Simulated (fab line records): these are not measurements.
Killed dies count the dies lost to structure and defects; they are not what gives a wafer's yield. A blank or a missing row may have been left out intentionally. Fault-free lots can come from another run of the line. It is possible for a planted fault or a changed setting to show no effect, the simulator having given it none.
fab line records -- flow rit_cmos
record: lots: 6, wafers: 18, last_day: 7
route steps=202 shown NSD@138 PSD@142 SDANNEAL@153 M1@202
lots untouched by any fault: they come from a run of this same line in which no faults occurred
start_h: start of the lot's first displayed wafer, in hours after the record's first day -- wait_h: hours since the lot's step before -- " unchanged from the row above -- L1.1+2: a row that stands for several wafers -- - value missing, or start not given -- * or withheld: withheld -- < > ~ a bound
route shown NAME@n: names a module that has steps shown in the file, with the first one's number in the route -- usual: average and standard deviation across the fault-free wafers -- same: alike in all rows -- chamber/n: place in a boat -- sites: the reading at each site -- _std_site: their standard deviation -- _edge_site: the outer-site mean with the inner-site mean subtracted -- radius_mm: how far each site lies from the wafer's centre -- mask NAME#n: copy n -- behind: the tool/chamber that last shaped the wafer -- hold: reason for holding the lot/hours on hold/outcome of the hold -- device: whichever transistor did not switch (one of n, p or np) -- end of line: the route-end tests of the same wafers -- step lacking rows: just its recipe -- killed: dies that structure and defects cost at the first sort, which is not the same as the wafer's yield -- map: a wafer's dies, marking killed ones x, the rest . and places with no die _
set.NAME: the setting as run; set.NAME@STEP: as run at that earlier step -- model.NAME: the simulator's own value behind a step, which no gauge read
a table for each step, a row for each wafer; lots at some steps of the route
services: when a tool's chamber went out of use (start_h, in hours from the record's first day, below 0 if earlier), for how many hours, and the reason
== steps ==
step: RIT_NSD_HARDBAKE_07
recipe: resist: NOVOLAK, temp_c: 140, time_s: 60
step: RIT_NSD_IMPLANT_08
recipe: species: P, energy_kev: 25, dose_cm2: 1e+15, tilt_deg: 7
step: RIT_NSD_STRIP_09
recipe: chemistry: O2, time_s: 180, resist: NOVOLAK, platen_temp_c: withheld, power_w: 500, pressure_mtorr: 4000, o2_flow_sccm: 4000
usual: drypump_motor_current_A: 5.5/0.46
lot.wafer,tool,chamber,start_h,wait_h,drypump_motor_current_A,rf_hours_counter_h
L110.2,plasma_asher-03,1,91.42,0.1,5.0,29
L110.3,plasma_asher-03,1,91.42,0.1,5.0,-
L110.5,plasma_asher-03,0,91.42,0.1,6.1,-
L114.3,plasma_asher-02,0,109.30,0.1,5.9,-
L114.4,plasma_asher-02,1,109.30,0.1,4.9,-
L114.5,plasma_asher-02,1,109.30,0.1,4.9,-
L116.1,plasma_asher-02,1,117.91,0.1,4.9,46
L116.2,plasma_asher-02,0,117.91,0.1,5.9,46
L116.4,plasma_asher-02,1,117.91,0.1,4.9,-
L119.2,plasma_asher-02,1,135.39,0.1,4.9,48
L119.3,plasma_asher-02,1,135.39,0.1,4.9,-
L119.5,plasma_asher-02,1,135.39,0.1,4.9,-
L121.2,plasma_asher-03,1,143.07,0.1,5.0,35
L121.4,plasma_asher-03,0,143.07,0.1,6.1,-
L121.5,plasma_asher-03,0,143.07,0.1,6.0,-
L122.1,plasma_asher-03,0,148.09,0.1,6.1,36
L122.2,plasma_asher-03,1,148.09,0.1,5.1,36
L122.4,plasma_asher-03,0,148.09,0.1,6.1,-
step: RIT_NSD_TW_MEAS_10
usual: NSD_TW: 3093/29
lot.wafer,tool,chamber,start_h,wait_h,NSD_TW
L110.2,film_metro-03,-,91.60,0.1,3104
L110.3,film_metro-03,-,91.60,0.1,3127
L110.5,film_metro-03,-,91.60,0.1,3116
L114.3,film_metro-02,-,109.44,0.1,3050
L114.4,film_metro-02,-,109.44,0.1,3026
L114.5,film_metro-02,-,109.44,0.1,3056
L116.1,film_metro-04,-,118.08,0.1,3130
L116.2,film_metro-04,-,118.08,0.1,3113
L116.4,film_metro-04,-,118.08,0.1,3117
L119.2,film_metro-03,-,135.57,0.1,3118
L119.3,film_metro-03,-,135.57,0.1,3119
L119.5,film_metro-03,-,135.57,0.1,3128
L121.2,film_metro-04,-,143.26,0.1,3128
L121.4,film_metro-04,-,143.26,0.1,3113
L121.5,film_metro-04,-,143.26,0.1,3121
L122.1,film_metro-04,-,148.27,0.1,3093
L122.2,film_metro-04,-,148.27,0.1,3095
L122.4,film_metro-04,-,148.27,0.1,3075
step: RIT_PSD_HMDS_00
recipe: prime_time_s: 60, prime_temp_c: 140
step: RIT_PSD_COAT_01
recipe: resist: NOVOLAK, spin_rpm: 3250, resist_thk_nm: 1000
step: RIT_PSD_SOFTBAKE_02
recipe: resist: NOVOLAK, temp_c: 90, time_s: 60
step: RIT_PSD_EXPOSE_03
recipe: mask_id: M10, na: 0.57, target_cd_nm: 40900, dose_mj: 250
step: RIT_PSD_PEB_04
recipe: resist: NOVOLAK, temp_c: withheld, time_s: withheld
step: RIT_PSD_DEVELOP_05
recipe: resist: NOVOLAK, develop_time_s: 50, dev_temp_c: 23
step: RIT_PSD_OVL_MEAS_06
usual: PSD_OVL: 0.4/1.4
lot.wafer,tool,chamber,start_h,wait_h,PSD_OVL[nm]
L110.2,overlay-01,-,92.71,-,-0.4
L110.3,overlay-01,-,92.71,-,2.9
L110.5,overlay-01,-,92.71,-,2.5
L114.3,overlay-01,-,110.67,-,1.1
L114.4,overlay-01,-,110.67,-,2.3
L114.5,overlay-01,-,110.67,-,3.2
L116.1,overlay-02,-,118.99,-,1.4
L116.2,overlay-02,-,118.99,-,1.6
L116.4,overlay-02,-,118.99,-,2.1
L119.2,overlay-02,-,136.48,-,-1.3
L119.3,overlay-02,-,136.48,-,-0.1
L119.5,overlay-02,-,136.48,-,-1.0
L121.2,overlay-01,-,144.29,-,-2.6
L121.4,overlay-01,-,144.29,-,-2.0
L121.5,overlay-01,-,144.29,-,-1.3
L122.1,overlay-02,-,149.30,-,1.2
L122.2,overlay-02,-,149.30,-,3.0
L122.4,overlay-02,-,149.30,-,0.5
step: RIT_PSD_HARDBAKE_07
recipe: resist: NOVOLAK, temp_c: 140, time_s: 60
step: RIT_PSD_IMPLANT_08
recipe: species: BF2, energy_kev: 26.85, dose_cm2: 5e+15, tilt_deg: 7
usual: beam_on_s: 13.8/1, dose_ions_cm2: 5e+15/5.4e+12, end_station_pressure_torr: 1.35e-05/1e-06, faraday_current_uA: 11232/860
lot.wafer,tool,chamber,start_h,wait_h,beam_on_s,dose_ions_cm2,end_station_pressure_torr,faraday_current_uA
L110.2,implanter-01,0,92.91,0.1,12.1,4.996e+15,1.55e-05,12711
L110.3,implanter-01,0,92.91,0.1,12.5,4.996e+15,1.46e-05,12277
L110.5,implanter-01,0,92.91,0.1,12.7,5e+15,1.57e-05,12106
L114.3,implanter-04,0,110.89,0.1,15.0,4.996e+15,1.28e-05,10291
L114.4,implanter-04,0,110.89,0.1,14.6,4.989e+15,1.17e-05,10618
L114.5,implanter-04,0,110.89,0.1,14.4,4.996e+15,1.35e-05,10706
L116.1,implanter-02,0,119.18,0.1,15.0,5.002e+15,1.26e-05,10338
L116.2,implanter-02,0,119.18,0.1,14.3,4.996e+15,1.29e-05,10764
L116.4,implanter-02,0,119.18,0.1,14.5,5.002e+15,1.21e-05,10663
L119.2,implanter-02,0,136.69,0.1,14.5,4.994e+15,1.27e-05,10649
L119.3,implanter-02,0,136.69,0.1,14.9,4.994e+15,1.25e-05,10320
L119.5,implanter-02,0,136.69,0.1,14.5,5.006e+15,1.24e-05,10587
L121.2,implanter-04,0,144.49,0.1,10.1,1.798e+15,1.04e-05,5531
L121.4,implanter-04,0,144.49,0.1,9.8,1.808e+15,1.02e-05,5748
L121.5,implanter-04,0,144.49,0.1,10.1,1.805e+15,8.8e-06,5550
L122.1,implanter-04,0,149.49,0.1,10.0,1.803e+15,9.3e-06,5594
L122.2,implanter-04,0,149.49,0.1,10.1,1.796e+15,9.6e-06,5528
L122.4,implanter-04,0,149.49,0.1,10.6,1.805e+15,9.7e-06,5270
step: RIT_PSD_STRIP_09
recipe: chemistry: O2, time_s: 180, resist: NOVOLAK, platen_temp_c: withheld, power_w: 500, pressure_mtorr: 4000, o2_flow_sccm: 4000
usual: drypump_motor_current_A: 5.5/0.46
lot.wafer,tool,chamber,start_h,wait_h,drypump_motor_current_A,rf_hours_counter_h
L110.2,plasma_asher-04,0,93.04,0.1,5.6,46
L110.3,plasma_asher-04,0,93.04,0.1,5.6,-
L110.5,plasma_asher-04,1,93.04,0.1,5.3,-
L114.3,plasma_asher-02,1,111.05,0.1,4.9,-
L114.4,plasma_asher-02,0,111.05,0.1,5.8,-
L114.5,plasma_asher-02,0,111.05,0.1,5.9,-
L116.1,plasma_asher-03,1,119.33,0.1,5.1,33
L116.2,plasma_asher-03,0,119.33,0.1,6.1,33
L116.4,plasma_asher-03,0,119.33,0.1,6.1,-
L119.2,plasma_asher-02,0,136.81,0.1,5.8,48
L119.3,plasma_asher-02,0,136.81,0.1,5.9,-
L119.5,plasma_asher-02,0,136.81,0.1,5.8,-
L121.2,plasma_asher-02,1,144.62,0.1,4.9,49
L121.4,plasma_asher-02,1,144.62,0.1,4.9,-
L121.5,plasma_asher-02,0,144.62,0.1,5.9,-
L122.1,plasma_asher-02,0,149.64,0.1,5.9,49
L122.2,plasma_asher-02,1,149.64,0.1,5.0,49
L122.4,plasma_asher-02,1,149.64,0.1,4.9,-
step: RIT_PSD_TW_MEAS_10
usual: PSD_TW: 3403/28
lot.wafer,tool,chamber,start_h,wait_h,PSD_TW
L110.2,film_metro-04,-,93.22,0.1,3440
L110.3,film_metro-04,-,93.22,0.1,3445
L110.5,film_metro-04,-,93.22,0.1,3437
L114.3,film_metro-04,-,111.19,0.1,3436
L114.4,film_metro-04,-,111.19,0.1,3429
L114.5,film_metro-04,-,111.19,0.1,3417
L116.1,film_metro-03,-,119.50,0.1,3411
L116.2,film_metro-03,-,119.50,0.1,3403
L116.4,film_metro-03,-,119.50,0.1,3427
L119.2,film_metro-02,-,137.00,0.1,3357
L119.3,film_metro-02,-,137.00,0.1,3360
L119.5,film_metro-02,-,137.00,0.1,3367
L121.2,film_metro-03,-,144.80,0.1,2954
L121.4,film_metro-03,-,144.80,0.1,2953
L121.5,film_metro-03,-,144.80,0.1,2952
L122.1,film_metro-04,-,149.81,0.1,2924
L122.2,film_metro-04,-,149.81,0.1,2944
L122.4,film_metro-04,-,149.81,0.1,2929
step: RIT_SDANNEAL_CLEAN_00
recipe: chemistry: SC1, mix: 3:3:50, time_s: 600, temp_c: 75
step: RIT_SDANNEAL_CLEAN_01
recipe: chemistry: dHF, dilution: 50:1, time_s: 30
step: RIT_SDANNEAL_CLEAN_02
recipe: chemistry: SC2, mix: 3:3:50, time_s: 600, temp_c: 75, dry: n2_spin
step: RIT_SDANNEAL_RTA_03
recipe: temp_c: 1050, time_s: 5, idle_temp_c: 600, ramp_up_c_per_s: 342, ramp_down_c_per_s: 171, cool_to_c: 600, ambient: N2
usual: wafer_temp_C_max: 1053.5/1.2
lot.wafer,tool,chamber,start_h,wait_h,wafer_temp_C_max
L110.2,rtp_anneal-02,0,93.65,0.0,1052.4
L110.3,rtp_anneal-02,0,93.65,0.0,1051.9
L110.5,rtp_anneal-02,0,93.65,0.0,1053.2
L114.3,rtp_anneal-02,0,111.65,0.0,1053.4
L114.4,rtp_anneal-02,0,111.65,0.0,1053.0
L114.5,rtp_anneal-02,0,111.65,0.0,1051.6
L116.1,rtp_anneal-02,0,119.95,0.0,1053.3
L116.2,rtp_anneal-02,0,119.95,0.0,1052.8
L116.4,rtp_anneal-02,0,119.95,0.0,1054.3
L119.2,rtp_anneal-01,0,137.42,0.0,1054.1
L119.3,rtp_anneal-01,0,137.42,0.0,1053.7
L119.5,rtp_anneal-01,0,137.42,0.0,1053.5
L121.2,rtp_anneal-01,0,145.23,0.0,1055.1
L121.4,rtp_anneal-01,0,145.23,0.0,1054.2
L121.5,rtp_anneal-01,0,145.23,0.0,1052.0
L122.1,rtp_anneal-01,0,150.24,0.0,1053.5
L122.2,rtp_anneal-01,0,150.24,0.0,1052.9
L122.4,rtp_anneal-01,0,150.24,0.0,1053.0
step: RIT_SDANNEAL_RS_MEAS_04
recipe: thk_meas_gauge: four-point-probe
usual: PSD_RS: 116.4/0.33
lot.wafer,tool,chamber,start_h,wait_h,PSD_RS[ohm/sq]
L110.2,film_metro-03,-,93.72,0.1,116.0
L110.3,film_metro-03,-,93.72,0.1,116.3
L110.5,film_metro-03,-,93.72,0.1,116.3
L114.3,film_metro-02,-,111.77,0.1,116.7
L114.4,film_metro-02,-,111.77,0.1,116.9
L114.5,film_metro-02,-,111.77,0.1,116.6
L116.1,film_metro-02,-,120.06,0.1,116.5
L116.2,film_metro-02,-,120.06,0.1,116.3
L116.4,film_metro-02,-,120.06,0.1,116.9
L119.2,film_metro-02,-,137.49,0.1,116.5
L119.3,film_metro-02,-,137.49,0.1,116.7
L119.5,film_metro-02,-,137.49,0.1,116.4
L121.2,film_metro-02,-,145.30,0.1,131.7
L121.4,film_metro-02,-,145.30,0.1,132.2
L121.5,film_metro-02,-,145.30,0.1,131.7
L122.1,film_metro-04,-,150.30,0.0,132.0
L122.2,film_metro-04,-,150.30,0.0,131.8
L122.4,film_metro-04,-,150.30,0.0,131.7
step: RIT_SDANNEAL_RS_MEAS_05
recipe: thk_meas_gauge: four-point-probe
usual: NSD_RS: 84.7/0.32
lot.wafer,tool,chamber,start_h,wait_h,NSD_RS[ohm/sq]
L110.2,film_metro-03,-,93.84,0.1,85.0
L110.3,film_metro-03,-,93.84,0.1,84.9
L110.5,film_metro-03,-,93.84,0.1,84.7
L114.3,film_metro-02,-,111.89,0.1,84.7
L114.4,film_metro-02,-,111.89,0.1,84.9
L114.5,film_metro-02,-,111.89,0.1,85.1
L116.1,film_metro-02,-,120.18,0.1,85.0
L116.2,film_metro-02,-,120.18,0.1,85.0
L116.4,film_metro-02,-,120.18,0.1,85.3
L119.2,film_metro-02,-,137.61,0.1,85.2
L119.3,film_metro-02,-,137.61,0.1,84.8
L119.5,film_metro-02,-,137.61,0.1,84.9
L121.2,film_metro-02,-,145.42,0.1,84.9
L121.4,film_metro-02,-,145.42,0.1,84.6
L121.5,film_metro-02,-,145.42,0.1,84.7
L122.1,film_metro-04,-,150.42,0.1,84.9
L122.2,film_metro-04,-,150.42,0.1,84.7
L122.4,film_metro-04,-,150.42,0.1,84.8
step: RIT_M1_PROBE_99
usual: killed_at_contacts: 0.1/0.29, killed_at_front_end: 6/3, killed_dies: 7/3.1, killed_open: 3.2/1.9, killed_short: 3.3/1.9
same: gross_dies: 264, killed_at_M0_to_M3: 0, killed_at_M4_up: 0, killed_at_back_side: 0, killed_at_other: 0
lot.wafer,tool,chamber,start_h,wait_h,killed_at_contacts,killed_at_front_end,killed_dies,killed_open,killed_short,model.etest.pmos_0p3.r_on_ohm_um,model.etest.pmos_turned.r_on_ohm_um,model.etest.pmos_0p15.r_on_ohm_um,model.etest.contact_pplus.end_ohm_um,model.etest.pmos_0p15.drive_ua_um,model.etest.pmos_0p3.drive_ua_um,model.etest.pmos_narrow.drive_ua_um,model.etest.ppoly_line.rs_ohm_sq
L110.2,prober-02,-,101.16,0.1,0,7,7,4,3,6368,3558,2859,43.96,251,100.5,103.3,16.39
L110.3,prober-02,-,101.21,0.2,0,5,5,1,4,6492,3649,2871,43.29,247.2,96.94,99.85,16.23
L110.5,prober-02,-,101.31,0.2,0,7,7,3,4,6401,3514,2839,45.08,250.8,98.23,101.3,16.08
L114.3,prober-02,-,120.17,0.2,0,11,11,7,4,6274,3460,2761,43.92,261.6,103.7,104.9,16.62
L114.4,prober-02,-,120.22,0.2,0,8,8,5,3,6241,3530,2760,43.19,257.4,103.6,102.7,16.43
L114.5,prober-02,-,120.27,0.2,0,10,10,4,6,6232,3413,2708,43.94,262.2,102.5,104.1,16.42
L116.1,prober-02,-,127.47,0.1,0,2,2,2,0,6256,3461,2688,45.14,262.8,101.3,104.2,16.43
L116.2,prober-02,-,127.52,0.1,0,7,7,2,5,6352,3576,2771,44.92,258.4,99.66,101.4,16.33
L116.4,prober-02,-,127.62,0.2,0,5,5,4,1,6435,3588,2788,44.06,252.2,98.37,101.7,16.52
L119.2,prober-01,-,145.27,0.1,0,4,4,2,2,6572,3656,2898,46.98,241.7,94.38,96.31,16.3
L119.3,prober-01,-,145.32,0.2,0,8,8,5,3,6351,3480,2740,46.44,256,99.77,102.2,16.04
L119.5,prober-01,-,145.42,0.2,0,6,6,2,4,6388,3515,2799,46.21,253.3,98.56,99.3,16.16
L121.2,prober-01,-,153.42,0.1,1,11,12,5,7,6885,3858,3059,78.76,229.5,88.17,89.34,16.73
L121.4,prober-01,-,153.52,0.2,0,4,4,3,1,6846,3852,3050,78.05,231.6,90.88,91.34,17.05
L121.5,prober-01,-,153.57,0.2,0,11,11,5,6,6781,3814,3055,79.6,233.1,92.81,92,16.85
L122.1,prober-02,-,157.78,0.1,0,9,9,6,3,6992,4050,3248,83.09,219.5,88.43,89.05,16.78
L122.2,prober-02,-,157.83,0.1,0,8,8,3,5,7017,4074,3262,83.34,220.6,89.75,89.57,16.8
L122.4,prober-02,-,157.93,0.2,0,5,5,4,1,6925,4007,3157,82.11,226.8,90.83,92.04,16.77
killed by level:class
L110.2 GATE:geometric_particle:short=3 GATE:geometric_particle:open=2 FOX1:geometric_particle:open=1 REOX:geometric_particle:open=1
L110.3 GATE:geometric_particle:short=2 REOX:geometric_particle:short=1 SILICIDE:geometric_particle:open=1 SILICIDE:geometric_particle:short=1
L110.5 FOX2:geometric_particle:short=2 FOX1:geometric_particle:open=1 FOX1:geometric_particle:short=1 GATE:geometric_particle:open=1 REOX:geometric_particle:short=1 REOX:geometric_particle:open=1
L114.3 FOX2:geometric_particle:open=3 FOX1:geometric_particle:short=2 FOX1:geometric_particle:open=2 FOX2:geometric_particle:short=1 SPACER:geometric_particle:open=1 SILICIDE:geometric_particle:open=1 SILICIDE:geometric_particle:short=1
L114.4 FOX1:geometric_particle:open=2 GATE:geometric_particle:short=2 GATE:geometric_particle:open=2 FOX2:geometric_particle:short=1 SILICIDE:geometric_particle:open=1
L114.5 FOX1:geometric_particle:short=2 GATE:geometric_particle:open=2 SILICIDE:geometric_particle:short=2 FOX1:geometric_particle:open=1 FOX2:geometric_particle:open=1 GATE:geometric_particle:short=1 REOX:geometric_particle:short=1
L116.1 REOX:geometric_particle:open=1 SPACER:geometric_particle:open=1
L116.2 SPACER:geometric_particle:short=3 GATE:geometric_particle:short=2 GATE:geometric_particle:open=1 SILICIDE:geometric_particle:open=1
L116.4 GATE:geometric_particle:open=2 REOX:geometric_particle:open=1 SPACER:geometric_particle:short=1 SILICIDE:geometric_particle:open=1
L119.2 FOX2:geometric_particle:open=1 REOX:geometric_particle:short=1 SPACER:geometric_particle:open=1 SILICIDE:geometric_particle:short=1
L119.3 GATE:geometric_particle:open=3 ACTIVE:geometric_particle:short=1 FOX2:geometric_particle:short=1 GATE:geometric_particle:short=1 REOX:geometric_particle:open=1 SPACER:geometric_particle:open=1
L119.5 FOX1:geometric_particle:short=2 FOX1:geometric_particle:open=1 GATE:geometric_particle:short=1 REOX:geometric_particle:short=1 SPACER:geometric_particle:open=1
L121.2 FOX2:geometric_particle:open=2 GATE:geometric_particle:open=2 ACTIVE:geometric_particle:short=1 FOX1:geometric_particle:short=1 FOX2:geometric_particle:short=1 GATE:geometric_particle:short=1 REOX:geometric_particle:short=1 SPACER:geometric_particle:short=1
L121.4 GATE:geometric_particle:open=2 FOX1:geometric_particle:open=1 GATE:geometric_particle:short=1
L121.5 GATE:geometric_particle:open=3 REOX:geometric_particle:short=2 SILICIDE:geometric_particle:short=2 FOX1:geometric_particle:open=1 FOX2:geometric_particle:short=1 GATE:geometric_particle:short=1 SILICIDE:geometric_particle:open=1
L122.1 GATE:geometric_particle:short=3 SPACER:geometric_particle:open=2 SILICIDE:geometric_particle:open=2 GATE:geometric_particle:open=1 REOX:geometric_particle:open=1
L122.2 FOX1:geometric_particle:short=2 FOX1:geometric_particle:open=2 GATE:geometric_particle:short=2 GATE:geometric_particle:open=1 REOX:geometric_particle:short=1
L122.4 FOX1:geometric_particle:open=1 FOX2:geometric_particle:open=1 GATE:geometric_particle:short=1 GATE:geometric_particle:open=1 SILICIDE:geometric_particle:open=1
== services ==
tool,chamber,start_h,hours,kind
rtp_anneal-01,-,76.97,56.8,pm
plasma_asher-04,-,108.75,9.0,pm
plasma_asher-04,0,108.75,9.0,vent_cycle
plasma_asher-04,1,108.75,9.0,vent_cycle
plasma_asher-04,0,117.75,-,clean
plasma_asher-04,1,117.75,-,clean
rtp_anneal-02,-,133.77,3.7,pm
== key ==
first_sign: step: RIT_PSD_IMPLANT_08, reading: dose_ions_cm2, direction: down, sigmas: 99+, usual: 5e+15, struck: 1.802e+15
effect: step: RIT_PSD_IMPLANT_08, reading: faraday_current_uA, direction: down, sigmas: 6.6, usual: 11232, struck: 5537
effect: step: RIT_PSD_TW_MEAS_10, reading: PSD_TW, direction: down, sigmas: 17, usual: 3403, struck: 2943
effect: step: RIT_SDANNEAL_RS_MEAS_04, reading: PSD_RS, direction: up, sigmas: 47, usual: 116.4, struck: 131.9
model_effect: step: RIT_M1_PROBE_99, value: etest.pmos_0p3.r_on_ohm_um, without: 6439, struck: 6908
met_at RIT_PSD_IMPLANT_08
struck_wafers L121.2,L121.4,L121.5,L122.1,L122.2,L122.4
tester_left_out L121,L122
onset_between 110.89 144.49
fault: kind: process_parameter_drift, tool: implanter-04, chamber: -, onset_h: 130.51, steps: RIT_PSD_IMPLANT_08, channel: dose_cm2, offset: -3.2e+15, shape: step, end_h: 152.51, acts_in: these_recipes_only, stated: 5e+15
tester_left_out: of these lots the tester's yield and bins aren't shown, on N5 and GAA mostly nor the transistor test; their killed dies are dies lost to structure and defects alone, not to doping, threshold or leakage, so they don't give the yield
